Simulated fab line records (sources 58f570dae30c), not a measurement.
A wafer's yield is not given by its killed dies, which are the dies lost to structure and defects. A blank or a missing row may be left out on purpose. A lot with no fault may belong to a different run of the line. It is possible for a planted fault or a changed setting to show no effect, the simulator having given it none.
Comparing a struck lot with a sound one | flow berkeley_cmos170 | 14 steps out of a route of 331
Sound: the wafers L294.1, L294.3, L294.5. Wafers struck: L306.3, L306.5, L306.6. The cause is named last.
Order at every step that has rows: each side's tool, ch and its chambers, its first start. Under that, the readings that differ: sound wafers | struck wafers | difference of the means | sigmas: that difference in standard deviations of wafers without a fault.
alike: readings whose means differ by less than 2 such deviations, and words and numbers that are the same on both sides. not compared: withheld readings, readings that some wafer has no value for, bounds like >300 that may hide the same value, and numbers for which the record gives no deviation and whose values overlap.
A row with sigmas, a row that says differs or no value, or rows on one side alone: a step with any of these is where the two part. Numbers that have no deviation but don't overlap get no sigmas and don't part them. A reading missing from all wafers of one side parts the sides only when that side holds two or more wafers.

UCB170_CONTACT_THK_MEAS_02:
  sound on film_metro-01, day 8 07:25; struck on film_metro-02, day 10 18:08
  alike: CONTACT_PSG_THK
then, 3 steps without rows for these wafers: UCB170_CONTACT_HMDS_03 (prime time 60 s); UCB170_CONTACT_COAT_04 (resist thk 900 nm); UCB170_CONTACT_SOFTBAKE_05 (time 60 s).
UCB170_CONTACT_STRIP_06: strips in O2.
  sound on plasma_asher-02 ch 0,1, day 8 07:56; struck on plasma_asher-04 ch 0,1, day 10 18:40
  alike: drypump_motor_current_A, oes_product_au, strip_time_to_endpoint_s
  not compared: rf_hours_counter_h
then, 1 step without rows for these wafers: UCB170_CONTACT_CLEAN_07 (cleans in SPM, time 600 s).
UCB170_CONTACT_RTA_08: time 10 s.
  sound on rtp_anneal-02 ch 0, day 8 08:46; struck on rtp_anneal-02 ch 0, day 10 18:56
  alike: lamp_power_pct, wafer_temp_C_max
then, 5 steps without rows for these wafers: UCB170_CONTACT_COAT_09; UCB170_CONTACT_COAT_10 (resist thk 900 nm); UCB170_CONTACT_SOFTBAKE_11 (time 60 s); UCB170_CONTACT_EXPOSE_12 (exposes mask CONT, target cd 700 nm); UCB170_CONTACT_PEB_13.
UCB170_CONTACT_DEVELOP_14: develop time 45 s.
  sound on litho_track-03 ch 0, day 8 10:00; struck on litho_track-04, day 10 20:00
  no value came back on the struck wafers for chill_plate_temp_C (C), develop_time_s (s), exhaust_pa (Pa); on the sound wafers chill_plate_temp_C (C) reads 22.96 23.01 22.98
  reading                                  | sound           | struck          | difference | sigmas
  model.KrF_of_CONTACT_COAT_10.thk_nm (nm) | 884 883.5 883.4 | 896.1 895 894.1 | +11.4      |
UCB170_CONTACT_CD_MEAS_15: the cd target is 700 nm.
  sound on cd_sem-02, day 8 10:13; struck on cd_sem-02, day 10 20:57
  reading    | sound             | struck | difference                    | sigmas
  cd_nm (nm) | 699.3 697.8 698.8 | - - -  | no value on the struck wafers |

## WHERE THEY PART
First at UCB170_CONTACT_DEVELOP_14; last, within this record, at UCB170_CONTACT_CD_MEAS_15.

WHY: what had been put in by the simulator
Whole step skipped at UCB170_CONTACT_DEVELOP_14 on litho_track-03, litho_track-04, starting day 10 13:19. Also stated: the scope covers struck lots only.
